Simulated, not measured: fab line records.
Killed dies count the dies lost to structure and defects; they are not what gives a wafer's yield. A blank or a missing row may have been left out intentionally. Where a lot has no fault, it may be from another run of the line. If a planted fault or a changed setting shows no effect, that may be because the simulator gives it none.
fab line records	flow ritCmos
record lots=14	wafers=42	lastDay=7
route steps=202 shown SILICIDE@162
lots that met no fault: taken from a fault-free run of the same line
startH: start of the lot's first displayed wafer, in hours after the record's first day	waitH: how many hours have passed since the lot's step before this one	" unchanged from the row above	L1.1+2: several wafers, shown together as one row	- no value present, or no start provided	* or withheld: withheld	< > ~ a bound
route shown NAME@n: NAME is a module with steps in the file, n the number in the route of the first one	usual: average and standard deviation across the fault-free wafers	same: alike in all rows	chamber/n: place in a boat	sites: readings site by site	_std_site: the values' standard deviation	_edge_site: the outer-site mean with the inner-site mean subtracted	radiusMm: how far each site lies from the wafer's centre	mask NAME#n: copy n	behind: the most recent tool/chamber to have shaped the wafer	hold: what put the lot on hold/how long, in hours/how the hold closed	device: transistor that didn't switch, given as n, p or np	end of line: the same wafers' tests at the end of the route	for a step that has no rows: nothing shown but its recipe	killed: dies that structure and defects cost at the first sort, which is not the same as the wafer's yield	map: the dies of a wafer, with x for killed, . for not killed, _ for no die there
set.NAME: the setting that was run; set.NAME@STEP: the one run at that earlier step	model.NAME: the simulator's own value behind a step, which no gauge read
a sample of lots followed through the steps of the route, with each step as a table and each wafer as a row
services: when a tool's chamber went out of use (startH, in hours from the record's first day, below 0 if earlier), for how many hours, and the reason
## steps
# step RIT_SILICIDE_SPUTTER_01
# recipe material=Ti	targetThkNm=30	powerW=350	chamberPressurePa=0.667	gas=Ar	timeS=240	substrateTempC=25
# usual throttleValvePct=29.8/1.3
lot.wafer	tool	chamber	startH	waitH	throttleValvePct
L752.2	pvdSputter-01	-	60.59	0.0	31.5
L752.5	"	-	"	"	29.9
L752.6	"	-	"	"	27.8
L753.1	pvdSputter-04	-	63.95	0.0	31.8
L753.4	"	-	"	"	29.4
L753.6	"	-	"	"	29.6
L754.1	pvdSputter-01	-	69.93	0.0	31.2
L754.4	"	-	"	"	30.0
L754.6	"	-	"	"	27.7
L755.2	pvdSputter-04	-	75.25	0.0	28.9
L755.4	"	-	"	"	30.0
L755.6	"	-	"	"	30.3
L756.3	pvdSputter-01	-	79.96	0.0	31.1
L756.4	"	-	"	"	27.6
L756.6	"	-	"	"	29.0
L757.2	pvdSputter-04	-	84.35	0.0	28.4
L757.5	"	-	"	"	30.3
L757.6	"	-	"	"	31.8
L758.1	pvdSputter-01	-	90.42	0.0	29.4
L758.3	"	-	"	"	27.7
L758.4	"	-	"	"	31.5
L759.1	pvdSputter-04	-	94.54	0.0	32.0
L759.3	"	-	"	"	28.5
L759.5	"	-	"	"	28.5
L760.1	pvdSputter-01	-	99.97	0.0	31.4
L760.5	"	-	"	"	31.4
L760.6	"	-	"	"	29.3
L764.2	pvdSputter-04	-	120.48	0.0	28.5
L764.3	"	-	"	"	29.5
L764.4	"	-	"	"	31.8
L767.2	pvdSputter-04	-	137.18	0.0	29.4
L767.4	"	-	"	"	30.3
L767.6	"	-	"	"	29.4
L769.3	pvdSputter-04	-	144.47	0.0	29.4
L769.5	"	-	"	"	30.2
L769.6	"	-	"	"	28.5
L770.2	pvdSputter-01	-	150.34	0.0	27.4
L770.3	"	-	"	"	29.6
L770.6	"	-	"	"	31.0
L772.1	pvdSputter-01	-	160.36	0.0	27.7
L772.2	"	-	"	"	31.5
L772.4	"	-	"	"	29.9
# step RIT_SILICIDE_RS_MEAS_02
# recipe thkMeasGauge=four-point-probe	reads=Ti_of_SILICIDE_SPUTTER_01
# usual SILICIDE_TI_RS=48.2/0.89
lot.wafer	tool	chamber	startH	waitH	SILICIDE_TI_RS[ohm/sq]
L752.2	filmMetro-02	-	60.76	0.1	48.5
L752.5	"	-	"	"	50.2
L752.6	"	-	"	"	48.5
L753.1	filmMetro-02	-	64.10	0.1	49.0
L753.4	"	-	"	"	49.6
L753.6	"	-	"	"	49.0
L754.1	filmMetro-04	-	70.08	0.1	46.6
L754.4	"	-	"	"	47.2
L754.6	"	-	"	"	46.5
L755.2	filmMetro-04	-	75.42	0.1	47.2
L755.4	"	-	"	"	47.0
L755.6	"	-	"	"	47.1
L756.3	filmMetro-02	-	80.15	0.1	48.1
L756.4	"	-	"	"	48.1
L756.6	"	-	"	"	47.8
L757.2	filmMetro-01	-	84.52	0.1	47.5
L757.5	"	-	"	"	47.5
L757.6	"	-	"	"	48.6
L758.1	filmMetro-04	-	90.57	0.1	47.4
L758.3	"	-	"	"	47.6
L758.4	"	-	"	"	47.9
L759.1	filmMetro-02	-	94.69	0.1	49.5
L759.3	"	-	"	"	48.6
L759.5	"	-	"	"	48.7
L760.1	filmMetro-02	-	100.14	0.1	48.6
L760.5	"	-	"	"	48.6
L760.6	"	-	"	"	48.4
L764.2	filmMetro-04	-	120.65	0.1	48.5
L764.3	"	-	"	"	48.9
L764.4	"	-	"	"	49.5
L767.2	filmMetro-01	-	137.35	0.1	49.0
L767.4	"	-	"	"	30.5
L767.6	"	-	"	"	49.0
L769.3	filmMetro-04	-	144.66	0.1	48.2
L769.5	"	-	"	"	30.3
L769.6	"	-	"	"	48.2
L770.2	filmMetro-01	-	150.51	0.1	48.0
L770.3	"	-	"	"	48.9
L770.6	"	-	"	"	48.7
L772.1	filmMetro-04	-	160.51	0.1	46.1
L772.2	"	-	"	"	46.8
L772.4	"	-	"	"	47.3
# step RIT_SILICIDE_THK_MEAS_03
# recipe thkMeasGauge=xrf	reads=Ti_of_SILICIDE_SPUTTER_01
# usual SILICIDE_TI_THK=29.8/0.44
lot.wafer	tool	chamber	startH	waitH	SILICIDE_TI_THK[nm]
L752.2	filmMetro-02	-	60.87	0.1	29.8
L752.5	"	-	"	"	28.9
L752.6	"	-	"	"	29.9
L753.1	filmMetro-02	-	64.22	0.1	29.6
L753.4	"	-	"	"	29.4
L753.6	"	-	"	"	29.5
L754.1	filmMetro-04	-	70.20	0.1	30.6
L754.4	"	-	"	"	30.2
L754.6	"	-	"	"	30.6
L755.2	filmMetro-04	-	75.53	0.1	30.3
L755.4	"	-	"	"	30.4
L755.6	"	-	"	"	30.4
L756.3	filmMetro-02	-	80.25	0.1	29.9
L756.4	"	-	"	"	29.9
L756.6	"	-	"	"	30.2
L757.2	filmMetro-01	-	84.63	0.1	30.4
L757.5	"	-	"	"	30.4
L757.6	"	-	"	"	29.7
L758.1	filmMetro-04	-	90.69	0.1	30.3
L758.3	"	-	"	"	30.2
L758.4	"	-	"	"	30.0
L759.1	filmMetro-02	-	94.81	0.1	29.2
L759.3	"	-	"	"	29.7
L759.5	"	-	"	"	29.8
L760.1	filmMetro-02	-	100.26	0.1	29.7
L760.5	"	-	"	"	30.0
L760.6	"	-	"	"	30.0
L764.2	filmMetro-04	-	120.76	0.1	29.6
L764.3	"	-	"	"	29.4
L764.4	"	-	"	"	29.2
L767.2	filmMetro-01	-	137.46	0.1	29.5
L767.4	"	-	"	"	43.2
L767.6	"	-	"	"	29.6
L769.3	filmMetro-04	-	144.76	0.1	29.8
L769.5	"	-	"	"	43.1
L769.6	"	-	"	"	30.0
L770.2	filmMetro-01	-	150.62	0.1	29.9
L770.3	"	-	"	"	29.5
L770.6	"	-	"	"	29.6
L772.1	filmMetro-04	-	160.63	0.1	31.0
L772.2	"	-	"	"	30.6
L772.4	"	-	"	"	30.3
## services
tool	chamber	startH	hours	kind
pvdSputter-04	-	86.70	6.6	repair
pvdSputter-01	-	103.62	2.4	repair
pvdSputter-01	-	124.01	4.9	repair
pvdSputter-04	-	155.97	1.9	repair
## key
firstSign step=RIT_SILICIDE_RS_MEAS_02	reading=SILICIDE_TI_RS	direction=down	sigmas=20	usual=48.2	struck=30.4
effect step=RIT_SILICIDE_THK_MEAS_03	reading=SILICIDE_TI_THK	direction=up	sigmas=30	usual=29.8	struck=43.1
metAt RIT_SILICIDE_SPUTTER_01
struckLots L767,L769
struckWafers L767.4,L769.5
testerLeftOut L767,L769
onsetBetween 84.35 137.18
fault kind=processParameterDrift	tool=pvdSputter-04	chamber=-	onsetH=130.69	steps=RIT_SILICIDE_SPUTTER_01	channel=targetThkNm	offset=13.5	shape=step	endH=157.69	stated=30	scope=struckWafersOnly
# testerLeftOut: of these lots the tester's yield and bins aren't shown, on N5 and GAA mostly nor the transistor test; their killed dies are dies lost to structure and defects alone, not to doping, threshold or leakage, so they don't give the yield
